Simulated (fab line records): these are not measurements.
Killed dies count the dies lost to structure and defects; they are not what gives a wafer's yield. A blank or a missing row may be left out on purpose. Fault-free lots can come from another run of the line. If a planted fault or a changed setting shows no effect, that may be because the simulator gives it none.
Which tool is to blame?    flow rit cmos    Sampling: 14 lots, 42 wafers, 2 of 202 route steps

## WHAT THE GAUGES READ, wafer by wafer
Not one reading of a measure or inspect step in the record can be checked against a usual standard deviation.

## EACH LOT AND THE TOOL THAT RAN IT (in order: tool; ch and the chambers of the sampled wafers; start)
lot   RIT_PSD_DEVELOP_05                RIT_M1_PROBE_99
L633  litho track-04 ch 0, day 3 11:00  -
L634  litho track-01 ch 0, day 3 17:00  -
L635  litho track-01 ch 0, day 3 20:00  -
L637  litho track-01 ch 0, day 4 06:00  -
L639  litho track-01 ch 0, day 5 01:00  -
L646  litho track-03 ch 0, day 6 22:00  -
L649  litho track-01 ch 0, day 7 13:00  prober-02, day 7 22:36
L650  litho track-04 ch 0, day 7 13:00  -
L651  litho track-03 ch 0, day 7 13:00  prober-01, day 8 00:06
L653  litho track-01 ch 0, day 7 21:00  -
L652  litho track-03 ch 0, day 8 00:00  -
L654  litho track-04 ch 0, day 8 00:00  -
L655  litho track-03 ch 0, day 8 02:00  -
L656  litho track-01 ch 0, day 8 05:00  -
- RIT_PSD_DEVELOP_05: develop time 50 s.
- RIT_M1_PROBE_99

## WHAT THE TOOLS THEMSELVES READ (means of the sampled wafers that have a number; where no wafer has one, the mark that the record gives instead)
RIT_PSD_DEVELOP_05.
lot   tool            developer temp C (C)  resist line temp C (C)
L633  litho track-04  23.14                 22.92
L634  litho track-01  23.02                 22.92
L635  litho track-01  22.98                 22.88
L637  litho track-01  20.59                 22.95
L639  litho track-01  20.72                 22.92
L646  litho track-03  22.91                 22.92
L649  litho track-01  22.94                 22.98
L650  litho track-04  23.02                 23.10
L651  litho track-03  23.10                 22.96
L653  litho track-01  22.85                 23.05
L652  litho track-03  22.91                 23.08
L654  litho track-04  22.75                 23.02
L655  litho track-03  23.18                 22.95
L656  litho track-01  22.97                 22.99

RIT_M1_PROBE_99.
lot   tool       killed at contacts  killed at front end  killed dies  killed open  killed short
L649  prober-02  0.0                 4.7                  4.7          2.7          2.0
L651  prober-01  0.0                 5.7                  5.7          2.7          3.0

## THE ANSWER, worked out from the rows above alone
Rule: the lots themselves supply what counts as usual. The widest of any qualifying gaps counts: lots, ordered by their means at a reading, are off when they make up no more than a third of the lots, leave a main group of 4 or more, and stand apart from it by 3 or more times the standard deviation of that group's means. The tables above print the reading to a certain number of digits; a main group whose means all agree to those digits is not used. A lot without any number at a reading at which 4 lots or more have one is off too. All remaining lots with rows at the step are treated as sound. The gauges are gone through in route order, then the tools' own readings, and for those a lot's mean is taken as printed above. The first step at which some lot is off is used, and at that step the reading that is off furthest; a lot without a number counts as furthest.
Off: L637, L639 (RIT_PSD_DEVELOP_05, developer temp C). The main group has a mean of 22.98 C with a standard deviation of 0.12.
A tool fits if, at that step or a process step before it, it ran every lot that is off, and no sound lot after the first of them. None of those tried fits.

## WHAT THE SIMULATOR PUT IN
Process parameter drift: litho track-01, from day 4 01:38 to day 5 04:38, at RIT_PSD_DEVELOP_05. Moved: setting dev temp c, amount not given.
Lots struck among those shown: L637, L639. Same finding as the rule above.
